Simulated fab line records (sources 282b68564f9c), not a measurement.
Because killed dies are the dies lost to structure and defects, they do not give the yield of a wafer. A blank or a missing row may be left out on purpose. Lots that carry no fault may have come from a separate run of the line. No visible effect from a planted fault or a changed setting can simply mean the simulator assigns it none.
Matching of chambers || flow rit-cmos || rie-diel-03 running RIT_CONTACT_ETCH_11: 4 sister chambers
The step etches SiO2 in CHF3/CF4/Ar, stops on TiSi2, target depth 480 nm, time 320 s. 14 wafers are shown with their chamber, then 7 later ones without.

## EACH WAFER AND ITS CHAMBER
{"wafer": "L915.1", "chamber": 1, "throttle-valve-pct (%)": 9.08, "drypump-motor-current-A (A)": 5.2, "oes-product-au (a.u.)": 0.982}
{"wafer": "L915.4", "chamber": 1, "throttle-valve-pct (%)": 9.08, "drypump-motor-current-A (A)": 5.2, "oes-product-au (a.u.)": 0.986}
{"wafer": "L915.5", "chamber": 3, "throttle-valve-pct (%)": 8.93, "drypump-motor-current-A (A)": 6.4, "oes-product-au (a.u.)": 0.961}
{"wafer": "L918.2", "chamber": 1, "throttle-valve-pct (%)": 9.07, "drypump-motor-current-A (A)": 5.2, "oes-product-au (a.u.)": 0.983}
{"wafer": "L918.3", "chamber": 2, "throttle-valve-pct (%)": 8.83, "drypump-motor-current-A (A)": 5.3, "oes-product-au (a.u.)": 0.983}
{"wafer": "L918.4", "chamber": 3, "throttle-valve-pct (%)": 8.93, "drypump-motor-current-A (A)": 6.4, "oes-product-au (a.u.)": 0.958}
{"wafer": "L919.1", "chamber": 2, "throttle-valve-pct (%)": 8.83, "drypump-motor-current-A (A)": 5.3, "oes-product-au (a.u.)": 0.986}
{"wafer": "L919.2", "chamber": 0, "throttle-valve-pct (%)": 8.79, "drypump-motor-current-A (A)": 6.4, "oes-product-au (a.u.)": 0.959}
{"wafer": "L919.3", "chamber": 1, "throttle-valve-pct (%)": 9.07, "drypump-motor-current-A (A)": 5.2, "oes-product-au (a.u.)": 0.983}
{"wafer": "L923.1", "chamber": 1, "throttle-valve-pct (%)": 9.09, "drypump-motor-current-A (A)": 5.2, "oes-product-au (a.u.)": 0.977}
{"wafer": "L923.2", "chamber": 3, "throttle-valve-pct (%)": 8.93, "drypump-motor-current-A (A)": 6.4, "oes-product-au (a.u.)": 0.969}
{"wafer": "L923.5", "chamber": 1, "throttle-valve-pct (%)": 9.06, "drypump-motor-current-A (A)": 5.2, "oes-product-au (a.u.)": 0.985}
{"wafer": "L926.1", "chamber": 1, "throttle-valve-pct (%)": 9.08, "drypump-motor-current-A (A)": 5.2, "oes-product-au (a.u.)": 0.979}
{"wafer": "L926.2", "chamber": 0, "throttle-valve-pct (%)": 8.79, "drypump-motor-current-A (A)": 6.3, "oes-product-au (a.u.)": 0.971}

SIGNATURES, as means of the wafers listed above
{"reading": "throttle-valve-pct", "chamber 0": 8.7900, "chamber 1": 9.0757, "chamber 2": 8.8300, "chamber 3": 8.9300, "scatter within a chamber": 0.00756}
{"reading": "drypump-motor-current-A", "chamber 0": 6.350, "chamber 1": 5.200, "chamber 2": 5.300, "chamber 3": 6.400, "scatter within a chamber": 0.0224}
{"reading": "oes-product-au", "chamber 0": 0.96500, "chamber 1": 0.98214, "chamber 2": 0.98450, "chamber 3": 0.96267, "scatter within a chamber": 0.00449}
Rule: for a wafer and a chamber, the distance is found by dividing, reading by reading, the gap between the wafer's reading and the chamber's mean by the reading's scatter, squaring, summing and taking the root. If the next closest chamber is less than 2 further off than the closest, the wafer can't be placed; otherwise it belongs to the closest. How the scatter is found: for the shown wafers, subtract from each reading the mean of its chamber, square and add these, divide the total by (wafers less chambers), then take the root.

## WAFERS WHOSE CHAMBER IS MISSING
{"wafer": "L926.5", "throttle-valve-pct (%)": 8.79, "drypump-motor-current-A (A)": 6.4, "oes-product-au (a.u.)": 0.960}
{"wafer": "L932.1", "throttle-valve-pct (%)": 8.78, "drypump-motor-current-A (A)": 6.4, "oes-product-au (a.u.)": 0.968}
{"wafer": "L932.4", "throttle-valve-pct (%)": 8.84, "drypump-motor-current-A (A)": 5.3, "oes-product-au (a.u.)": 0.985}
{"wafer": "L932.5", "throttle-valve-pct (%)": 8.82, "drypump-motor-current-A (A)": 5.3, "oes-product-au (a.u.)": 0.988}
{"wafer": "L936.2", "throttle-valve-pct (%)": 8.84, "drypump-motor-current-A (A)": 5.3, "oes-product-au (a.u.)": 0.992}
{"wafer": "L936.5", "throttle-valve-pct (%)": 8.84, "drypump-motor-current-A (A)": 5.3, "oes-product-au (a.u.)": 0.986}
{"wafer": "L936.6", "throttle-valve-pct (%)": 8.93, "drypump-motor-current-A (A)": 6.4, "oes-product-au (a.u.)": 0.961}

## EACH ONE'S CHAMBER
{"wafer": "L926.5", "from the rows above": 0, "in truth": 0}
{"wafer": "L932.1", "from the rows above": 0, "in truth": 0}
{"wafer": "L932.4", "from the rows above": 2, "in truth": 2}
{"wafer": "L932.5", "from the rows above": 2, "in truth": 2}
{"wafer": "L936.2", "from the rows above": 2, "in truth": 2}
{"wafer": "L936.5", "from the rows above": 2, "in truth": 2}
{"wafer": "L936.6", "from the rows above": 3, "in truth": 3}
7 of 7 placed correctly. Number that these rows cannot place: 0. Number placed wrongly: 0.
